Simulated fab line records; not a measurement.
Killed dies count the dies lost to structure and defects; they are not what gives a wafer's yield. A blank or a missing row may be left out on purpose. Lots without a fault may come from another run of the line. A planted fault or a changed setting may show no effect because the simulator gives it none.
Which of the tools did it?	flow berkeley-cmos170	42 wafers from 14 lots sampled at 5 of the route's 331 steps

## WHAT THE GAUGES SHOWED, per wafer
UCB170_NVT_OVL_MEAS_06.
lot	measured	on	NVT_OVL (nm)
L366	day 6 20:23	overlay-02	-8 0 -7
L365	day 6 20:38	overlay-02	-8 -7 -5
L368	day 7 03:44	overlay-01	0 -6 -5
L369	day 7 03:53	overlay-01	-5 0 -7
L370	day 7 04:04	overlay-02	-1 0 -1
L367	day 7 04:21	overlay-01	-3 2 5
L371	day 7 11:49	overlay-01	-2 -4 -3
L373	day 8 05:16	overlay-02	2 -4 -1
L374	day 8 06:08	overlay-02	-5 -10 2
L372	day 8 06:16	overlay-02	-3 -8 -7
L375	day 8 13:20	overlay-02	1 6 11
L386	day 11 00:20	overlay-02	-1 -5 3
L385	day 11 00:28	overlay-02	-4 -3 2
L387	day 11 00:43	overlay-01	-5 -8 -12

UCB170_PLDD_TW_MEAS_11.
lot	measured	on	PLDD_TW
L366	day 7 14:49	film-metro-04	1021 1023 1018
L365	day 7 15:05	film-metro-04	1016 1024 1019
L368	day 7 23:58	film-metro-04	1018 1009 1015
L369	day 8 00:40	film-metro-04	1017 1021 1016
L370	day 8 01:56	film-metro-01	1004 1007 1009
L367	day 8 00:58	film-metro-01	1006 1010 1010
L371	day 8 08:43	film-metro-01	1005 1008 1007
L373	day 8 23:08	film-metro-04	1019 1021 1016
L374	day 8 23:49	film-metro-04	1015 1020 1016
L372	day 8 23:32	film-metro-01	1005 1009 1008
L375	day 9 13:10	film-metro-03	1018 1016 1014
L386	day 11 23:26	film-metro-01	946 951 950 951 950 949
L385	day 11 22:33	film-metro-03	970 964 967 965 967 963
L387	day 11 22:51	film-metro-03	1012 1012 1018

UCB170_NLDD_OVL_MEAS_07.
lot	measured	on	NLDD_OVL (nm)
L366	day 7 16:20	overlay-01	6 4 3
L365	day 7 16:27	overlay-02	-5 -3 0
L368	day 8 03:44	overlay-02	2 3 6
L369	day 8 03:58	overlay-01	7 -8 4
L370	day 8 05:28	overlay-02	-5 -2 -3
L367	day 8 04:40	overlay-02	-6 -11 -5
L371	day 8 11:17	overlay-02	0 -2 -6
L373	day 9 00:46	overlay-01	3 1 3
L374	day 9 01:21	overlay-01	8 4 11
L372	day 9 01:04	overlay-01	-2 3 -1
L375	day 9 16:13	overlay-02	-1 -1 4
L386	day 12 02:36	overlay-02	2 -5 4
L385	day 12 05:12	overlay-02	-2 -3 -2
L387	day 12 00:46	overlay-01	-5 3 0

## WHICH TOOL RAN EACH LOT (tool, then ch and the chambers of the sampled wafers, then the start)
lot	UCB170_PVT_STRIP_08	UCB170_PLDD_IMPLANT_08
L366	plasma-asher-04 ch 0,1, day 7 00:38	implanter-02 ch 0, day 7 14:25
L365	plasma-asher-03 ch 0,1, day 7 00:45	implanter-03 ch 0, day 7 14:43
L368	plasma-asher-03 ch 0,1, day 7 08:28	implanter-02 ch 0, day 7 23:33
L369	plasma-asher-03 ch 0,1, day 7 08:52	implanter-03 ch 0, day 8 00:16
L370	plasma-asher-04 ch 0,1, day 7 08:44	implanter-03 ch 0, day 8 01:32
L367	plasma-asher-01 ch 1, day 7 08:35	implanter-02 ch 0, day 8 00:34
L371	plasma-asher-03 ch 1, day 7 13:47	implanter-03 ch 0, day 8 08:20
L373	plasma-asher-01 ch 0,1, day 8 08:10	implanter-03 ch 0, day 8 22:44
L374	plasma-asher-01 ch 0,1, day 8 09:52	implanter-03 ch 0, day 8 23:26
L372	plasma-asher-04 ch 0,1, day 8 10:34	implanter-02 ch 0, day 8 23:08
L375	plasma-asher-04 ch 0,1, day 8 17:20	implanter-03 ch 0, day 9 12:48
L386	plasma-asher-03 ch 0,1, day 11 02:41	implanter-03 ch 0, day 11 23:03
L385	plasma-asher-04 ch 0,1, day 11 02:27	implanter-03 ch 0, day 11 22:10
L387	plasma-asher-01 ch 0,1, day 11 03:17	implanter-04 ch 0, day 11 22:30
- UCB170_PVT_STRIP_08: strips in O2.
- UCB170_PLDD_IMPLANT_08

## AS READ BY THE TOOLS THEMSELVES (means over the sampled wafers that have a number; for cases with no such wafer, the mark the record gives instead)
UCB170_PVT_STRIP_08.
lot	tool	drypump-motor-current-A (A)	oes-product-au (a.u.)	strip-time-to-endpoint-s (s)
L366	plasma-asher-04	5.9	0.732	21.56
L365	plasma-asher-03	6.7	0.737	21.63
L368	plasma-asher-03	6.7	0.734	21.67
L369	plasma-asher-03	6.7	0.731	21.70
L370	plasma-asher-04	5.9	0.731	21.60
L367	plasma-asher-01	4.9	0.737	21.71
L371	plasma-asher-03	6.4	0.732	21.58
L373	plasma-asher-01	5.4	0.735	21.72
L374	plasma-asher-01	5.4	0.732	21.61
L372	plasma-asher-04	5.6	0.735	21.78
L375	plasma-asher-04	5.9	0.735	21.73
L386	plasma-asher-03	6.6	0.738	21.77
L385	plasma-asher-04	5.9	0.730	21.54
L387	plasma-asher-01	5.8	0.735	21.61

UCB170_PLDD_IMPLANT_08.
lot	tool	beam-energy-keV	faraday-current-uA	rotation-deg (degrees)	tilt-deg (degrees)
L366	implanter-02	9.995	156	-0.016	7.000
L365	implanter-03	9.998	153	0.001	6.989
L368	implanter-02	10.000	159	0.024	7.005
L369	implanter-03	9.996	155	-0.004	7.022
L370	implanter-03	9.999	151	0.014	7.037
L367	implanter-02	10.001	160	0.019	6.991
L371	implanter-03	9.995	152	0.009	7.009
L373	implanter-03	9.997	151	0.017	7.007
L374	implanter-03	10.003	149	0.022	7.016
L372	implanter-02	10.000	160	0.001	7.015
L375	implanter-03	10.002	155	-0.013	6.996
L386	implanter-03	10.003	156	-0.024	-0.017
L385	implanter-03	10.002	153	0.006	0.017
L387	implanter-04	9.998	157	0.007	7.001

## THE ANSWER, worked out from the rows above alone
Rule: the usual values come from the lots themselves. Put in order of their means at a reading, lots are off if they are a third of the lots or fewer, leave a main group of 4 or more, and stand apart from it by a gap of 3 or more times the standard deviation of the main group's means; of several such gaps the widest counts. The tables above print the reading to a certain number of digits; a main group whose means all agree to those digits is not used. Also off: a lot with no number at a reading for which 4 or more lots have one. The other lots that the step has rows for count as sound. Order of review: gauges by route order, followed by the tools' own readings, for which a lot's mean as printed above is used. The first step at which some lot is off is used, and at that step the reading that is off furthest; a lot without a number counts as furthest.
Off: at UCB170_PLDD_TW_MEAS_11 (PLDD_TW), L386, L385. The main group: mean 1014, standard deviation 5.1.
A tool fits if, at a process step before that reading, it ran every lot that is off, and no sound lot after the first of them. Not tried: the gauges at UCB170_PLDD_TW_MEAS_11; whatever is off there is also off at UCB170_PLDD_IMPLANT_08, on other tools, and gauge error can't account for it. One fits: implanter-03 at UCB170_PLDD_IMPLANT_08. Its last sound lot is L375 (day 9 12:48), its first lot that is off L385 (day 11 22:10): a fault that began between those two fits.
The tool's own readings at UCB170_PLDD_IMPLANT_08 bear it out: on the lots that are off they differ by more than 5 times the standard deviation of the sound lots' means. tilt-deg reads 0.000 degrees there against 7.007 degrees on the sound lots.

## WHAT HAD BEEN PUT IN BY THE SIMULATOR
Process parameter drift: implanter-03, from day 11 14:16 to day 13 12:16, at UCB170_PLDD_IMPLANT_08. Setting tilt-deg shifted by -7 from 7. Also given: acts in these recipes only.
Lots struck among those shown: L386, L385. The rule above reached the same finding.
